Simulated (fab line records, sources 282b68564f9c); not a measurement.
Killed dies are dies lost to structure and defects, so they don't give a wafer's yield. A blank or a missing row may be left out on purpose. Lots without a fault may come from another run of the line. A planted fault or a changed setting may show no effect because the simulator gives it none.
Problem report in the 8D (eight disciplines) form, filled by code | flow rit_cmos | the parts of the form that need people (team, actions taken, sign-off) are left out

1. THE PROBLEM
spin_speed_rpm at RIT_M1_COAT_04 reads a mean of 1852.0 rpm on 6 wafers of 2 lots; wafers without a fault read 2000.2 rpm with a standard deviation of 1.2. That is -99 or more standard deviations from the usual mean.
The step: resist thk 1300 nm.
First seen on wafer L940.2, day 5 05:55, on litho_track-02. The record holds 18 wafers of 6 lots with a number at this step. Rule for "out", or "out of limits": more than 4 standard deviations from the usual mean. The other wafers with a number count as sound.

2. WHAT IT IS AND WHAT IT IS NOT
question                    | is                     | is not
which readings at this step | spin_speed_rpm         | -
which lots                  | L940, L948             | L936, L938, L939, L947
which wafers of those lots  | all that have a number | -
read on which tools         | litho_track-02         | litho_track-04
when                        | from day 5 05:55       | up to then (9 sound wafers); but 3 sound wafers of L947 came after

3. SUSPECTS, AND WHAT RULES EACH OUT
Counting: a tool at a process step up to the reading stays a suspect if it ran every lot that is out and no sound lot after the first of them.
- pvd_sputter-02 at RIT_M1_SPUTTER_00 (material Al, target thk 400 nm, time 500 s): kept. It ran every lot that is out, first L940 (day 5 05:16), and no sound lot after that; its last sound lot up to then is L938 (day 4 20:09).
- litho_track-02 at RIT_M1_COAT_04 (resist thk 1300 nm): kept. It ran every lot that is out, first L940 (day 5 05:55), and no sound lot after that; its last sound lot up to then is L938 (day 4 20:46). Its own readings are out on those wafers: spin_speed_rpm.
Left after counting: pvd_sputter-02 at RIT_M1_SPUTTER_00, litho_track-02 at RIT_M1_COAT_04.

4. THE CAUSE (what the simulator had put in)
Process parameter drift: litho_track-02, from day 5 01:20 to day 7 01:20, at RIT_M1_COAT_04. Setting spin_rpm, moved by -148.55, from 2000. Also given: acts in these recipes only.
Counting left 2 suspects, and this tool is among them.

5. THE CHAIN OF EFFECTS, in route order
Each row: a reading whose mean over the struck wafers that have a number lies more than 3 standard deviations from the usual. Only readings for which the record gives a usual standard deviation are gone through. hours: the time from each lot's start at the first step in this table that gives one to its start at this step, as a median over the lots. sigmas: the change in usual standard deviations.
hours | step           | reading        | usual      | on struck wafers | change | sigmas
0     | RIT_M1_COAT_04 | spin_speed_rpm | 2000.2 rpm | 1852.0           | -148.2 | -99 or more
The process steps in it:
- RIT_M1_COAT_04: resist thk 1300 nm.
Later measuring or inspecting steps at which every struck wafer that the step has a row for has a number for every such reading, and none has moved that far: RIT_M1_CD_MEAS_09, RIT_M1_OVL_MEAS_10.

6. WHAT WOULD HAVE CAUGHT IT SOONER
In this record the first reading out of limits was taken at day 5 05:55, 5 hours after the fault began at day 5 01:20.
